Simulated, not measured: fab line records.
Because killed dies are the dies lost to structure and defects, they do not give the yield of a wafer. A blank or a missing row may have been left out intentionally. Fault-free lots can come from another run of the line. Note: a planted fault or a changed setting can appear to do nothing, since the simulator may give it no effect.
The tool behind it: which one? || flow rit cmos || 7 lots with 21 wafers sampled at 2 steps, on a route of 202 steps

## WHAT THE GAUGES SHOWED, per wafer
RIT_CONTACT_THK_MEAS_01.
{"lot": "L678", "measured": "day 3 08:22", "on": "film metro-03", "CONTACT_TEOS_THK (nm)": "401 398 404"}
{"lot": "L680", "measured": "day 3 18:03", "on": "film metro-03", "CONTACT_TEOS_THK (nm)": "395 404 401"}
{"lot": "L684", "measured": "day 4 13:20", "on": "film metro-02", "CONTACT_TEOS_THK (nm)": "399 392 391"}
{"lot": "L687", "measured": "day 5 04:32", "on": "film metro-03", "CONTACT_TEOS_THK (nm)": "397 411 404"}
{"lot": "L690", "measured": "day 5 19:08", "on": "film metro-02", "CONTACT_TEOS_THK (nm)": "402 397 397"}
{"lot": "L696", "measured": "day 7 01:16", "on": "film metro-03", "CONTACT_TEOS_THK (nm)": "400 396 406"}
{"lot": "L700", "measured": "day 7 22:47", "on": "film metro-03", "CONTACT_TEOS_THK (nm)": "391 400 347"}

## WHICH TOOL RAN EACH LOT (tool, then ch and the chambers of the sampled wafers, then the start)
{"lot": "L678", "RIT_CONTACT_CVD_00": "pecvd-04 ch 0,2, day 3 08:19"}
{"lot": "L680", "RIT_CONTACT_CVD_00": "pecvd-03 ch 0,1,2, day 3 18:00"}
{"lot": "L684", "RIT_CONTACT_CVD_00": "pecvd-04 ch 0,1,2, day 4 13:17"}
{"lot": "L687", "RIT_CONTACT_CVD_00": "pecvd-04 ch 0,1,2, day 5 04:29"}
{"lot": "L690", "RIT_CONTACT_CVD_00": "pecvd-04 ch 0,1,2, day 5 19:05"}
{"lot": "L696", "RIT_CONTACT_CVD_00": "pecvd-04 ch 0,2, day 7 01:13"}
{"lot": "L700", "RIT_CONTACT_CVD_00": "pecvd-01 ch 0,1,2, day 7 22:43"}
- RIT_CONTACT_CVD_00: deposits SiO2 from TEOS, target thk 400 nm, time 61 s.

## THE ANSWER, worked out from the rows above alone
Rule: usual is defined by the lots themselves. Put in order of their means at a reading, lots are off if they are a third of the lots or fewer, leave a main group of 4 or more, and stand apart from it by a gap of 3 or more times the standard deviation of the main group's means; of several such gaps the widest counts. Not used: any main group whose means are identical at the precision the tables above print for the reading. A lot without any number at a reading at which 4 lots or more have one is off too. All remaining lots with rows at the step are treated as sound.
Off: L700, at RIT_CONTACT_THK_MEAS_01 (CONTACT_TEOS_THK). For the main group the mean is 400 nm and the standard deviation 3.
If a tool, at a process step before that reading, ran all the lots that are off and no sound lot after the first of them, it fits. The gauges at RIT_CONTACT_THK_MEAS_01 are tried like those tools. This does not decide it: 2 tools fit, namely pecvd-01 at RIT_CONTACT_CVD_00 and film metro-03 at RIT_CONTACT_THK_MEAS_01.

## WHAT THE SIMULATOR HAD INSERTED
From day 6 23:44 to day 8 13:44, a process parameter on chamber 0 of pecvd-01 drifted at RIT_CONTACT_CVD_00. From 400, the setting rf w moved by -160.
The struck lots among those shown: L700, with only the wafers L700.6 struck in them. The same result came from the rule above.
